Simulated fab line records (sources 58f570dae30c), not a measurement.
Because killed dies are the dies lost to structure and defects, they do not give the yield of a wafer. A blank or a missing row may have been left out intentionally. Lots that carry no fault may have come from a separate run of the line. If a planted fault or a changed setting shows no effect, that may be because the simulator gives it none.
Which tool was responsible? | flow berkeleyCmos170 | 15 lots with 45 wafers sampled at 4 steps, on a route of 331 steps

## WHAT THE GAUGES READ, wafer by wafer
UCB170_PVT_OVL_MEAS_06. Usual: PVT_OVL typically reads 1 nm, with standard deviation 5.7.
lot  | measured     | on         | PVT_OVL (nm) | flag
L657 | day 7 00:09  | overlay-02 | -6 6 5       | 
L658 | day 7 10:52  | overlay-02 | 4 -1 -7      | 
L660 | day 7 10:35  | overlay-02 | 8 11 10      | 
L661 | day 7 10:19  | overlay-02 | -4 -10 -5    | 
L662 | day 7 09:51  | overlay-02 | 3 -3 5       | 
L664 | day 8 00:40  | overlay-02 | -2 -1 -5     | 
L665 | day 8 00:13  | overlay-02 | -3 6 14      | 
L666 | day 8 17:37  | overlay-02 | 0 12 -1      | 
L669 | day 9 08:49  | overlay-02 | -2 -6 -5     | 
L677 | day 10 21:02 | overlay-02 | 5 9 13       | 
L678 | day 10 21:10 | overlay-01 | 0 2 -4       | 
L680 | day 11 09:47 | overlay-01 | -4 6 -6      | 

UCB170_CONTACT_OVL_MEAS_16. Usual: CONTACT_OVL typically reads -1 nm, with standard deviation 5.9.
lot  | measured     | on         | CONTACT_OVL (nm) | flag
L657 | day 8 14:47  | overlay-02 | -5 -3 -5         | 
L658 | day 9 05:05  | overlay-02 | 8 1 9            | 
L660 | day 9 01:33  | overlay-02 | 0 -6 -4          | 
L661 | day 9 04:44  | overlay-02 | -1 -9 7          | 
L662 | day 9 03:54  | overlay-02 | -5 -9 -9         | 
L664 | day 9 18:47  | overlay-01 | -2 -1 -3         | 
L665 | day 9 19:16  | overlay-01 | 1 -5 -1          | 
L666 | day 10 07:36 | overlay-01 | -4 -3 5          | 
L669 | day 11 02:59 | overlay-02 | -7 -5 -3         | 
L677 | day 13 01:29 | overlay-01 | -1 -7 -12        | 
L678 | day 13 03:14 | overlay-02 | 7 -8 4           | 
L680 | day 13 01:55 | overlay-01 | -4 2 2           | 

## WHICH TOOL RAN EACH LOT (tool, then ch and the chambers of the sampled wafers, then the start)
lot  | UCB170_ZERO_STRIP_07               | UCB170_ACTIVE_PEB_11
L657 | plasmaAsher-01 ch 0,1, day 2 02:43 | lithoTrack-03 ch 0, day 5 08:03
L658 | plasmaAsher-03 ch 0,1, day 2 11:38 | lithoTrack-03 ch 0, day 5 15:47
L660 | plasmaAsher-03 ch 0,1, day 2 12:01 | lithoTrack-04 ch 0, day 5 15:48
L661 | plasmaAsher-04 ch 0,1, day 2 19:29 | lithoTrack-02 ch 0, day 5 15:53
L662 | plasmaAsher-01 ch 0,1, day 2 19:43 | lithoTrack-03 ch 0, day 5 15:31
L664 | plasmaAsher-03 ch 0,1, day 3 05:28 | lithoTrack-02 ch 0, day 5 23:34
L665 | plasmaAsher-04 ch 0,1, day 3 09:53 | lithoTrack-03 ch 0, day 5 23:47
L666 | plasmaAsher-04 ch 0,1, day 3 17:55 | lithoTrack-02 ch 0, day 6 21:32
L669 | plasmaAsher-01 ch 0,1, day 4 05:58 | lithoTrack-04 ch 0, day 7 13:56
L675 | plasmaAsher-04 ch 0,1, day 5 14:43 | lithoTrack-03, day 8 17:00
L674 | plasmaAsher-01 ch 0,1, day 5 14:58 | lithoTrack-03, day 8 16:00
L676 | plasmaAsher-01 ch 0,1, day 5 21:14 | lithoTrack-04, day 8 16:37
L677 | plasmaAsher-03 ch 0,1, day 6 02:01 | lithoTrack-02 ch 0, day 9 05:00
L678 | plasmaAsher-04 ch 0,1, day 6 06:56 | lithoTrack-03 ch 0, day 9 05:42
L680 | plasmaAsher-01 ch 0,1, day 6 20:35 | lithoTrack-02 ch 0, day 9 17:28
- UCB170_ZERO_STRIP_07: strips in O2.
- UCB170_ACTIVE_PEB_11

## WHAT THE TOOLS THEMSELVES READ (means of the sampled wafers that have a number; where no wafer has one, the mark that the record gives instead)
UCB170_ZERO_STRIP_07. Usual: chamberPressureMTorr 3500 mTorr, standard deviation 3.1; drypumpMotorCurrentA 5.39 A, standard deviation 0.26; oesProductAu 0.727 a.u., standard deviation 0.0044; stripTimeToEndpointS 21.44 s, standard deviation 0.075.
lot  | tool           | chamberPressureMTorr (mTorr) | drypumpMotorCurrentA (A) | oesProductAu (a.u.) | stripTimeToEndpointS (s) | flag
L657 | plasmaAsher-01 | 3502                         | 5.43                     | 0.723               | 21.38                    | 
L658 | plasmaAsher-03 | 3502                         | 5.73                     | 0.724               | 21.38                    | 
L660 | plasmaAsher-03 | 3497                         | 5.68                     | 0.724               | 21.52                    | 
L661 | plasmaAsher-04 | 3502                         | 5.23                     | 0.731               | 21.48                    | 
L662 | plasmaAsher-01 | 3501                         | 5.46                     | 0.732               | 21.44                    | 
L664 | plasmaAsher-03 | 3501                         | 5.72                     | 0.728               | 21.52                    | 
L665 | plasmaAsher-04 | 3502                         | 5.25                     | 0.729               | 21.54                    | 
L666 | plasmaAsher-04 | 3502                         | 5.27                     | 0.726               | 21.31                    | 
L669 | plasmaAsher-01 | 3501                         | 5.31                     | 0.727               | 21.42                    | 
L675 | plasmaAsher-04 | 3499                         | 5.15                     | 0.729               | 21.42                    | 
L674 | plasmaAsher-01 | 3501                         | 5.44                     | 0.731               | 21.56                    | 
L676 | plasmaAsher-01 | 3501                         | 5.46                     | 0.724               | 21.46                    | 
L677 | plasmaAsher-03 | 3500                         | 5.73                     | 0.724               | 21.51                    | 
L678 | plasmaAsher-04 | 3500                         | 5.25                     | 0.728               | 21.41                    | 
L680 | plasmaAsher-01 | 3501                         | 5.32                     | 0.724               | 21.48                    | 

UCB170_ACTIVE_PEB_11. Usual: chillPlateTempC 23.01 C, standard deviation 0.11; exhaustPa 44.9 Pa, standard deviation 0.88.
lot  | tool          | chillPlateTempC (C) | exhaustPa (Pa) | flag
L657 | lithoTrack-03 | 23.02               | 44.5           | 
L658 | lithoTrack-03 | 23.16               | 44.5           | 
L660 | lithoTrack-04 | 23.06               | 44.8           | 
L661 | lithoTrack-02 | 22.91               | 45.1           | 
L662 | lithoTrack-03 | 22.86               | 45.0           | 
L664 | lithoTrack-02 | 23.01               | 45.1           | 
L665 | lithoTrack-03 | 23.11               | 45.6           | 
L666 | lithoTrack-02 | 23.03               | 44.9           | 
L669 | lithoTrack-04 | 23.04               | 46.8           | 
L675 | lithoTrack-03 | -                   | -              | OFF
L674 | lithoTrack-03 | -                   | -              | OFF
L676 | lithoTrack-04 | -                   | -              | OFF
L677 | lithoTrack-02 | 23.08               | 44.4           | 
L678 | lithoTrack-03 | 23.08               | 45.1           | 
L680 | lithoTrack-02 | 22.97               | 45.2           | 

## THE ANSWER, worked out from the rows above alone
Rule: take the mean of a lot's wafers that have a number; if it is more than 3 standard deviations from the usual mean, the lot is off. A lot without any number at a reading at which 4 lots or more have one is off too. Where the step has rows for the other lots, those lots are counted as sound. Order of review: gauges by route order, followed by the tools' own readings, for which a lot's mean as printed above is used. The first step at which some lot is off is used, and at that step the reading that is off furthest; a lot without a number counts as furthest.
Off: L675, L674, L676, at UCB170_ACTIVE_PEB_11 (chillPlateTempC). Without a number there: L675, L674, L676.
A tool fits if, at that step or a process step before it, it ran every lot that is off, and no sound lot after the first of them. Not one of the candidates tried fits.

## WHAT THE SIMULATOR PUT IN
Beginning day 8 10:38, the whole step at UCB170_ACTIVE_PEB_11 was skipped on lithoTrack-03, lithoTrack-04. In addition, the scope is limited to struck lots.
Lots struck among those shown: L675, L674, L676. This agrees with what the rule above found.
